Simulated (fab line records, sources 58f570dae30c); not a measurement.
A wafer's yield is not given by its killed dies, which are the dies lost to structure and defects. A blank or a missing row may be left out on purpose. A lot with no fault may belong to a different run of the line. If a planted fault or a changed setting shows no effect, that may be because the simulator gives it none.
What tool caused it? :: flow berkeley_cmos170 :: 14 lots with 42 wafers sampled at 4 steps, on a route of 331 steps

WHAT EACH GAUGE READ, for each wafer
UCB170_NSD_OVL_MEAS_07. Usual: NSD_OVL typically reads 0 nm, with standard deviation 6.
lot: L226
measured: day 8 07:58
on: overlay-02
NSD_OVL (nm): -7 -8 -7
flag: 

lot: L227
measured: day 8 08:31
on: overlay-02
NSD_OVL (nm): 3 -4 -1
flag: 

lot: L229
measured: day 8 08:25
on: overlay-01
NSD_OVL (nm): -9 -3 -8
flag: 

lot: L230
measured: day 8 08:58
on: overlay-01
NSD_OVL (nm): 13 6 12
flag: 

lot: L232
measured: day 9 20:34
on: overlay-01
NSD_OVL (nm): 2 -3 -8
flag: 

lot: L237
measured: day 10 06:24
on: overlay-01
NSD_OVL (nm): 4 5 3
flag: 

lot: L239
measured: day 10 23:29
on: overlay-01
NSD_OVL (nm): -1 -10 -8
flag: 

lot: L241
measured: day 12 01:13
on: overlay-02
NSD_OVL (nm): -5 -6 2
flag: 

lot: L242
measured: day 12 00:47
on: overlay-02
NSD_OVL (nm): -11 0 -9
flag: 

lot: L243
measured: day 12 01:26
on: overlay-01
NSD_OVL (nm): 0 5 11
flag: 

lot: L247
measured: day 12 08:40
on: overlay-01
NSD_OVL (nm): 4 8 -1
flag: 

lot: L248
measured: day 12 08:44
on: overlay-02
NSD_OVL (nm): 6 0 -2
flag: 

lot: L246
measured: day 12 09:09
on: overlay-01
NSD_OVL (nm): 4 -4 -5
flag: 

lot: L249
measured: day 13 04:40
on: overlay-02
NSD_OVL (nm): -4 -2 -6
flag: 

UCB170_SDANNEAL_RS_MEAS_02: measures by four-point-probe. Usual: PSD_RS typically reads 75.46 ohm/sq, with standard deviation 0.29.
lot: L226
measured: day 8 10:26
on: film_metro-02
PSD_RS (ohm/sq): 75.04 75.21 75.48
flag: 

lot: L227
measured: day 8 11:40
on: film_metro-02
PSD_RS (ohm/sq): 75.57 75.48 75.76
flag: 

lot: L229
measured: day 8 10:55
on: film_metro-02
PSD_RS (ohm/sq): 75.47 75.46 75.65
flag: 

lot: L230
measured: day 8 11:49
on: film_metro-01
PSD_RS (ohm/sq): 75.37 75.41 75.06
flag: 

lot: L232
measured: day 9 22:15
on: film_metro-01
PSD_RS (ohm/sq): 75.52 75.47 75.53
flag: 

lot: L237
measured: day 10 08:40
on: film_metro-03
PSD_RS (ohm/sq): 75.60 75.35 75.40
flag: 

lot: L239
measured: day 11 01:43
on: film_metro-02
PSD_RS (ohm/sq): 75.48 75.84 75.55
flag: 

lot: L241
measured: day 12 02:44
on: film_metro-03
PSD_RS (ohm/sq): 75.26 75.28 75.16
flag: 

lot: L242
measured: day 12 02:33
on: film_metro-02
PSD_RS (ohm/sq): 75.35 75.52 75.42
flag: 

lot: L243
measured: day 12 03:05
on: film_metro-02
PSD_RS (ohm/sq): 75.55 75.66 75.75
flag: 

lot: L247
measured: day 12 10:13
on: film_metro-03
PSD_RS (ohm/sq): 75.07 75.18 75.13
flag: 

lot: L248
measured: day 12 10:24
on: film_metro-01
PSD_RS (ohm/sq): 75.55 76.10 75.36
flag: 

lot: L246
measured: day 12 10:41
on: film_metro-02
PSD_RS (ohm/sq): 75.33 75.03 75.48
flag: 

lot: L249
measured: day 13 06:49
on: film_metro-02
PSD_RS (ohm/sq): 75.37 74.97 75.48
flag: 

UCB170_SDANNEAL_RS_MEAS_03: measures by four-point-probe. Usual: NSD_RS typically reads 37.24 ohm/sq, with standard deviation 0.086.
lot: L226
measured: day 8 10:34
on: film_metro-02
NSD_RS (ohm/sq): 37.10 37.14 37.04
flag: 

lot: L227
measured: day 8 11:47
on: film_metro-02
NSD_RS (ohm/sq): 37.15 37.38 37.18
flag: 

lot: L229
measured: day 8 11:02
on: film_metro-02
NSD_RS (ohm/sq): 37.20 37.09 37.19
flag: 

lot: L230
measured: day 8 11:56
on: film_metro-01
NSD_RS (ohm/sq): 37.36 37.35 37.31
flag: 

lot: L232
measured: day 9 22:22
on: film_metro-01
NSD_RS (ohm/sq): 37.30 37.30 37.28
flag: 

lot: L237
measured: day 10 08:47
on: film_metro-03
NSD_RS (ohm/sq): 37.26 37.28 37.20
flag: 

lot: L239
measured: day 11 01:50
on: film_metro-02
NSD_RS (ohm/sq): 37.16 37.13 37.22
flag: 

lot: L241
measured: day 12 02:51
on: film_metro-03
NSD_RS (ohm/sq): 37.33 37.24 37.24
flag: 

lot: L242
measured: day 12 02:40
on: film_metro-02
NSD_RS (ohm/sq): 37.13 37.23 37.26
flag: 

lot: L243
measured: day 12 03:12
on: film_metro-02
NSD_RS (ohm/sq): 37.09 37.21 37.05
flag: 

lot: L247
measured: day 12 10:20
on: film_metro-03
NSD_RS (ohm/sq): 37.17 37.19 37.37
flag: 

lot: L248
measured: day 12 10:31
on: film_metro-01
NSD_RS (ohm/sq): 37.40 37.42 37.38
flag: 

lot: L246
measured: day 12 10:49
on: film_metro-02
NSD_RS (ohm/sq): 37.23 37.37 37.23
flag: 

lot: L249
measured: day 13 06:56
on: film_metro-02
NSD_RS (ohm/sq): 37.18 37.23 37.23
flag: 

EACH LOT AND THE TOOL THAT RAN IT (in order: tool; ch and the chambers of the sampled wafers; start)
lot: L226
UCB170_NVT_SOFTBAKE_02: litho_track-04 ch 0, day 6 18:51

lot: L227
UCB170_NVT_SOFTBAKE_02: litho_track-03 ch 0, day 6 19:19

lot: L229
UCB170_NVT_SOFTBAKE_02: litho_track-03 ch 0, day 7 00:40

lot: L230
UCB170_NVT_SOFTBAKE_02: litho_track-01 ch 0, day 7 01:01

lot: L232
UCB170_NVT_SOFTBAKE_02: litho_track-03 ch 0, day 8 08:41

lot: L237
UCB170_NVT_SOFTBAKE_02: litho_track-04 ch 0, day 8 21:26

lot: L239
UCB170_NVT_SOFTBAKE_02: litho_track-04 ch 0, day 9 13:44

lot: L241
UCB170_NVT_SOFTBAKE_02: litho_track-01 ch 0, day 10 00:56

lot: L242
UCB170_NVT_SOFTBAKE_02: litho_track-03 ch 0, day 10 00:58

lot: L243
UCB170_NVT_SOFTBAKE_02: litho_track-03 ch 0, day 10 07:50

lot: L247
UCB170_NVT_SOFTBAKE_02: litho_track-01 ch 0, day 10 16:12

lot: L248
UCB170_NVT_SOFTBAKE_02: litho_track-03 ch 0, day 10 16:32

lot: L246
UCB170_NVT_SOFTBAKE_02: litho_track-01 ch 0, day 10 16:39

lot: L249
UCB170_NVT_SOFTBAKE_02: litho_track-01 ch 0, day 11 04:18
- UCB170_NVT_SOFTBAKE_02: time 60 s.

AS READ BY THE TOOLS THEMSELVES (means over the sampled wafers that have a number; for cases with no such wafer, the mark the record gives instead)
UCB170_NVT_SOFTBAKE_02. Usual: run_length_s at 89.0 s, with a standard deviation of 0.33.
lot: L226
tool: litho_track-04
run_length_s (s): 88.8
flag: 

lot: L227
tool: litho_track-03
run_length_s (s): 88.9
flag: 

lot: L229
tool: litho_track-03
run_length_s (s): 88.9
flag: 

lot: L230
tool: litho_track-01
run_length_s (s): 89.6
flag: 

lot: L232
tool: litho_track-03
run_length_s (s): 88.8
flag: 

lot: L237
tool: litho_track-04
run_length_s (s): 91.7
flag: OFF

lot: L239
tool: litho_track-04
run_length_s (s): 91.7
flag: OFF

lot: L241
tool: litho_track-01
run_length_s (s): 89.5
flag: 

lot: L242
tool: litho_track-03
run_length_s (s): 88.9
flag: 

lot: L243
tool: litho_track-03
run_length_s (s): 89.0
flag: 

lot: L247
tool: litho_track-01
run_length_s (s): 89.5
flag: 

lot: L248
tool: litho_track-03
run_length_s (s): 88.9
flag: 

lot: L246
tool: litho_track-01
run_length_s (s): 89.5
flag: 

lot: L249
tool: litho_track-01
run_length_s (s): 89.6
flag: 

THE ANSWER, worked out from the rows above alone
Rule: a lot is off if the mean of its wafers that have a number lies more than 3 standard deviations from the usual mean. Also off: a lot with no number at a reading for which 4 or more lots have one. Any other lot the step has rows for is counted as sound. After the gauges, taken in route order, come the tools' own readings; for these a lot's mean is taken, as printed above. At the first step where some lot is off, the reading lying furthest off is the one used; lots without a number count as furthest.
Off: L237, L239, at UCB170_NVT_SOFTBAKE_02 (run_length_s).
A tool fits if, at that step or a process step before it, it ran every lot that is off, and no sound lot after the first of them. One candidate fits, namely litho_track-04 at UCB170_NVT_SOFTBAKE_02. A fault onset in the window from L226 (day 6 18:51, its last sound lot) to L237 (day 8 21:26, its first lot off) fits.
The tool's own readings at UCB170_NVT_SOFTBAKE_02 bear it out: on the lots that are off they differ by more than 5 times the standard deviation of the sound lots' means. run_length_s reads 91.7 s there against 89.2 s on the sound lots.

WHAT HAD BEEN PUT IN BY THE SIMULATOR
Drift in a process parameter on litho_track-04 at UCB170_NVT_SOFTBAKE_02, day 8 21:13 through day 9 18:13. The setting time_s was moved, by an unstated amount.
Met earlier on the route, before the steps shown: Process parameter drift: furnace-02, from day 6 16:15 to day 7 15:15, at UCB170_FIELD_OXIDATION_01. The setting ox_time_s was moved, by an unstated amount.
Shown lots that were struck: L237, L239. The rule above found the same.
